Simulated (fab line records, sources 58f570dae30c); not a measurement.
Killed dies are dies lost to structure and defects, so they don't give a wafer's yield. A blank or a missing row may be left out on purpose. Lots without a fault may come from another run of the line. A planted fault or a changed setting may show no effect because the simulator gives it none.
Problem report in the 8D (eight disciplines) form, filled by code | flow berkeley_cmos170 | the parts of the form that need people (team, actions taken, sign-off) are left out

1. THE PROBLEM
cd_nm at UCB170_GATE_CD_MEAS_12 reads a mean of 356.7 nm on 6 wafers of 2 lots; wafers without a fault read 350.2 nm with a standard deviation of 1.3. That is +5.0 standard deviations from the usual mean.
The step: target cd 350 nm.
First seen on wafer L682.4, day 7 06:28, on cd_sem-01. The record holds 42 wafers of 14 lots with a number at this step. Rule for "out", or "out of limits": more than 4 standard deviations from the usual mean. The other wafers with a number count as sound.

2. WHAT IT IS AND WHAT IT IS NOT
question                    | is                     | is not
which readings at this step | cd_nm                  | -
which lots                  | L682, L686             | L677, L678, L679, L681, L685, L689, L690, L691, L693, L696, L697, L699
which wafers of those lots  | all that have a number | -
read on which gauges        | cd_sem-01, cd_sem-02   | -
when                        | from day 7 06:28       | up to then (15 sound wafers); but 21 sound wafers of L689, L690, L691, L693, L696, L697, L699 came after

3. SUSPECTS, AND WHAT RULES EACH OUT
Counting: a tool at a process step up to the reading stays a suspect if it ran every lot that is out and no sound lot after the first of them.
- the gauge at UCB170_GATE_CD_MEAS_12: ruled out. The wafers that are out were read on 2 gauges (cd_sem-01, cd_sem-02).
- litho_track-03 at UCB170_GATE_COAT_07 (resist thk 900 nm): kept. It ran every lot that is out, first L682 (day 7 05:00), and no sound lot after that; its last sound lot up to then is L681 (day 7 04:00).
Left after counting: litho_track-03 at UCB170_GATE_COAT_07.

4. THE CAUSE (what the simulator had put in)
Process parameter drift: litho_track-03, from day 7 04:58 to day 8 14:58, at UCB170_GATE_COAT_07. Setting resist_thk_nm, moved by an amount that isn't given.
Counting left only this tool.

5. THE CHAIN OF EFFECTS, in route order
Each row: a reading whose mean over the struck wafers that have a number lies more than 3 standard deviations from the usual. Only readings for which the record gives a usual standard deviation are gone through. hours: the time from each lot's start at the first step in this table that gives one to its start at this step, as a median over the lots. sigmas: the change in usual standard deviations.
hours | step                   | reading | usual    | on struck wafers | change | sigmas
0     | UCB170_GATE_CD_MEAS_12 | cd_nm   | 350.2 nm | 356.7            | +6.5   | +5.0
Later measuring or inspecting steps at which every struck wafer that the step has a row for has a number for every such reading, and none has moved that far: UCB170_CONTACT_OVL_MEAS_16.

6. WHAT WOULD HAVE CAUGHT IT SOONER
In this record the first reading out of limits at a measuring or inspecting step was taken at day 7 06:28, 1 hour after the fault began at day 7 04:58.
Of the lots that are out (2), L686 began UCB170_GATE_COAT_07 on litho_track-03 after day 7 06:28. A hold on the tool at that time would have spared it.
